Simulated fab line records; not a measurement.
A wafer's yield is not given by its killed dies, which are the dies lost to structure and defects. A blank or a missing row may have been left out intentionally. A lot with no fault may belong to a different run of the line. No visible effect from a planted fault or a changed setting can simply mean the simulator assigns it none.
Split-lot study / flow rit_cmos / on a route of 202 steps: 5 lots, 23 wafers read

== THE SPLIT ITSELF ==
At RIT_GATE_COAT_11 (resist thk 850 nm), the setting resist_thk_nm was moved away from the recipe's 850 nm on 5 of the 23 wafers read, by -4.1% to -3.7%. All remaining wafers had this setting at the recipe value.

== FROM THE SPLIT TO THE READING: what the file shows between them, 8 steps ==
- RIT_GATE_SOFTBAKE_12: time 60 s
- RIT_GATE_EXPOSE_13: exposes mask M6, target cd 150 nm
- RIT_GATE_PEB_14
- RIT_GATE_DEVELOP_15: develop time 50 s
- RIT_GATE_CD_MEAS_16: target cd 150 nm
- RIT_GATE_HARDBAKE_18: time 60 s
- RIT_GATE_ETCH_19: etches poly-Si in SF6/CHF3/O2, stops on SiO2, time 165 s, target depth 312.5 nm
- RIT_GATE_STRIP_20: strips in O2, time 180 s (also split here: o2_flow_sccm)

== THE READING ==
cd_nm at RIT_GATE_CD_MEAS_90, given in nm (cd target 150 nm). A value of 149.3 nm with a standard deviation of 1.7 nm is what fault-free wafers of this fab line usually give.

wafer=L075.2; tool, chamber at the split=litho_track-02, 0; resist_thk_nm as run, nm=850; against the recipe=recipe; cd_nm, nm=150.2; against lot-mates on the recipe=-
wafer=L075.3; tool, chamber at the split=litho_track-02, 0; resist_thk_nm as run, nm=815.3; against the recipe=-4.1%; cd_nm, nm=143.7; against lot-mates on the recipe=-6.7
wafer=L075.4; tool, chamber at the split=litho_track-02, 0; resist_thk_nm as run, nm=850; against the recipe=recipe; cd_nm, nm=150.1; against lot-mates on the recipe=-
wafer=L075.5; tool, chamber at the split=litho_track-02, 0; resist_thk_nm as run, nm=815.3; against the recipe=-4.1%; cd_nm, nm=143.0; against lot-mates on the recipe=-7.4
wafer=L075.6; tool, chamber at the split=litho_track-02, 0; resist_thk_nm as run, nm=850; against the recipe=recipe; cd_nm, nm=150.9; against lot-mates on the recipe=-
wafer=L077.1; tool, chamber at the split=litho_track-04, 0; resist_thk_nm as run, nm=850; against the recipe=recipe; cd_nm, nm=147.4; against lot-mates on the recipe=-
wafer=L077.2; tool, chamber at the split=litho_track-04, 0; resist_thk_nm as run, nm=850; against the recipe=recipe; cd_nm, nm=148.7; against lot-mates on the recipe=-
wafer=L077.4; tool, chamber at the split=litho_track-04, 0; resist_thk_nm as run, nm=850; against the recipe=recipe; cd_nm, nm=147.6; against lot-mates on the recipe=-
wafer=L077.5; tool, chamber at the split=litho_track-04, 0; resist_thk_nm as run, nm=850; against the recipe=recipe; cd_nm, nm=150.6; against lot-mates on the recipe=-
wafer=L077.6; tool, chamber at the split=litho_track-04, 0; resist_thk_nm as run, nm=850; against the recipe=recipe; cd_nm, nm=149.4; against lot-mates on the recipe=-
wafer=L079.1; tool, chamber at the split=litho_track-02, 0; resist_thk_nm as run, nm=850; against the recipe=recipe; cd_nm, nm=149.9; against lot-mates on the recipe=-
wafer=L079.2; tool, chamber at the split=litho_track-02, 0; resist_thk_nm as run, nm=850; against the recipe=recipe; cd_nm, nm=148.9; against lot-mates on the recipe=-
wafer=L079.3; tool, chamber at the split=litho_track-02, 0; resist_thk_nm as run, nm=850; against the recipe=recipe; cd_nm, nm=149.2; against lot-mates on the recipe=-
wafer=L079.4; tool, chamber at the split=litho_track-02, 0; resist_thk_nm as run, nm=850; against the recipe=recipe; cd_nm, nm=149.6; against lot-mates on the recipe=-
wafer=L079.5; tool, chamber at the split=litho_track-02, 0; resist_thk_nm as run, nm=850; against the recipe=recipe; cd_nm, nm=147.3; against lot-mates on the recipe=-
wafer=L083.1; tool, chamber at the split=litho_track-02, 0; resist_thk_nm as run, nm=850; against the recipe=recipe; cd_nm, nm=152.0; against lot-mates on the recipe=-
wafer=L083.3; tool, chamber at the split=litho_track-02, 0; resist_thk_nm as run, nm=850; against the recipe=recipe; cd_nm, nm=152.4; against lot-mates on the recipe=-
wafer=L083.5; tool, chamber at the split=litho_track-02, 0; resist_thk_nm as run, nm=850; against the recipe=recipe; cd_nm, nm=150.3; against lot-mates on the recipe=-
wafer=L085.1; tool, chamber at the split=litho_track-02, 0; resist_thk_nm as run, nm=818.6; against the recipe=-3.7%; cd_nm, nm=144.4; against lot-mates on the recipe=-6.3
wafer=L085.2; tool, chamber at the split=litho_track-02, 0; resist_thk_nm as run, nm=818.6; against the recipe=-3.7%; cd_nm, nm=144.8; against lot-mates on the recipe=-5.9
wafer=L085.3; tool, chamber at the split=litho_track-02, 0; resist_thk_nm as run, nm=818.6; against the recipe=-3.7%; cd_nm, nm=144.5; against lot-mates on the recipe=-6.2
wafer=L085.4; tool, chamber at the split=litho_track-02, 0; resist_thk_nm as run, nm=850; against the recipe=recipe; cd_nm, nm=150.8; against lot-mates on the recipe=-
wafer=L085.6; tool, chamber at the split=litho_track-02, 0; resist_thk_nm as run, nm=850; against the recipe=recipe; cd_nm, nm=150.6; against lot-mates on the recipe=-

FIT RESULTS
A straight line over all 23 wafers: cd_nm changes by +1.48 nm for each +1% of resist_thk_nm; r = +0.88; the points scatter about the line by 1.3 nm.
The same after taking each lot's own level away (the mean of its wafers on the recipe; 23 wafers): +1.69 nm for each +1%; r = +0.96; scatter 0.83 nm.
That fit puts the effect of the largest move of resist_thk_nm on the reading at 6.9 nm.
Across the lots, their own levels run from 148.74 to 151.57 nm, a range of 1.7 times the standard deviation given above.
Hence the slope depends on the lot-to-lot level, as the two fits are not the same.
Check: -6.96 nm against its lot-mates is what the line predicts for one of the wafers moved furthest among these (-4.1%) when that wafer is left out of the fit. It came out at -6.7 nm against them.

== OTHER SPLITS ON THESE WAFERS ==
These wafers also went through other splits before the reading. Each is held against what the fit with the lots' levels taken away leaves over:
other split on the same wafers=RIT_PRETRO_DEVELOP_05 dev_temp_c; wafers away from the commonest value=11; r with cd_nm (lot level and that fit taken away)=+0.17
other split on the same wafers=RIT_GATE_OXIDATION_05 ox_time_s; wafers away from the commonest value=15; r with cd_nm (lot level and that fit taken away)=+0.01
other split on the same wafers=RIT_GATE_STRIP_20 o2_flow_sccm; wafers away from the commonest value=9; r with cd_nm (lot level and that fit taken away)=-0.09

== THE WHOLE CHAIN: every reading that the file lists as answering this split, in the file's order ==
step=RIT_GATE_COAT_11; what it does=resist thk 850 nm; reading=NOVOLAK_of_GATE_COAT_11.thk_nm (the simulator's own value, which no gauge read); change (the file's fit)=+8.22 nm for each +1% of the setting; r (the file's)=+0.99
step=RIT_GATE_CD_MEAS_16; what it does=target cd 150 nm; reading=cd_nm; change (the file's fit)=+1.57 nm for each +1% of the setting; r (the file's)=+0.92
step=RIT_GATE_HARDBAKE_18; what it does=time 60 s; reading=NOVOLAK_of_GATE_COAT_11.thk_nm (the simulator's own value, which no gauge read); change (the file's fit)=+7.2 nm for each +1% of the setting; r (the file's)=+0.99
step=RIT_GATE_ETCH_19; what it does=etches poly-Si in SF6/CHF3/O2, stops on SiO2, time 165 s, target depth 312.5 nm; reading=NOVOLAK_of_GATE_COAT_11.thk_nm (the simulator's own value, which no gauge read); change (the file's fit)=+7.07 nm for each +1% of the setting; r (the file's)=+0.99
step=RIT_GATE_ETCH_19; what it does=etches poly-Si in SF6/CHF3/O2, stops on SiO2, time 165 s, target depth 312.5 nm; reading=GATE.cd_nm (the simulator's own value, which no gauge read); change (the file's fit)=+1.66 nm for each +1% of the setting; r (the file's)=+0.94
step=RIT_GATE_CD_MEAS_90; what it does=target cd 150 nm; reading=cd_nm; change (the file's fit)=+1.69 nm for each +1% of the setting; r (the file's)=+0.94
step=RIT_M1_PROBE_99; what it does=; reading=etest.nmos_0p15.drive_ua_um (the simulator's own value, which no gauge read); change (the file's fit)=-8.46 for each +1% of the setting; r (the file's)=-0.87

== FILE'S OWN FIT ==
cd_nm changes by +1.69 nm for each +1% of resist_thk_nm, r = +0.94.
